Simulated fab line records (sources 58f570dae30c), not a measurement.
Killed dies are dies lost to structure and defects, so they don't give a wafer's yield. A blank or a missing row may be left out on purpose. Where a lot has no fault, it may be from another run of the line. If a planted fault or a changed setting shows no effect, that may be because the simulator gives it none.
One fault seen from 2 desks	flow berkeley-cmos170	numbers are kept per desk, each desk with only its own; the story behind them comes last

THE TOOL OWNER'S DESK: rie-diel-02
The tool's own readings at UCB170_M2_ETCH_17 (etches BARC in N2/H2): means of the sampled wafers that have a number, for each lot that ran on this tool. If a lot's mean is further than 4 standard deviations from the usual mean, the lot is out of limits and carries the mark OUT (the distance appears in the brackets).
Columns: A = drypump-motor-current-A at UCB170_M2_ETCH_17, usual 5.4 A; B = oes-product-au at UCB170_M2_ETCH_17, usual 0.997 a.u.; C = throttle-valve-pct at UCB170_M2_ETCH_17, usual 13.31 %
lot	first seen here	A	B	C
L866	day 8 06:08	5.9	0.987	13.35
L869	day 8 10:53	5.5	0.971	13.43
L877	day 10 08:08	5.0	0.969	13.48
L882	day 11 17:49	5.6	0.998	13.35
This desk's verdict: no lot among the 4 shows anything out of limits.

FROM THE METROLOGY DESK
Means of the sampled wafers that have a number, per lot and without regard to the tool the lot ran on: this is what the gauges read. If a lot's mean is further than 4 standard deviations from the usual mean, the lot is out of limits and carries the mark OUT (the distance appears in the brackets).
Columns: A = cd-nm at UCB170_V2_CD_MEAS_90, usual 699.9 nm
lot	first seen here	A
L865	day 7 21:52	700.9
L866	day 8 08:59	702.8
L867	day 8 09:19	697.0
L869	day 8 13:31	702.8
L868	day 8 13:53	700.2
L870	day 8 14:08	699.2
L871	day 9 03:32	700.8
L876	day 10 10:42	700.1
L877	day 10 11:13	700.6
L882	day 11 21:31	700.6
L884	day 12 09:49	699.6
L885	day 12 10:17	697.5
L886	day 12 14:06	700.2
L888	day 12 20:41	700.7
This desk's verdict: no lot among the 14 shows anything out of limits.

BROUGHT TOGETHER
The tool owner's desk saw nothing out of limits.
Nothing out of limits was seen by the metrology desk.

WHAT THE SIMULATOR HAD PUT IN
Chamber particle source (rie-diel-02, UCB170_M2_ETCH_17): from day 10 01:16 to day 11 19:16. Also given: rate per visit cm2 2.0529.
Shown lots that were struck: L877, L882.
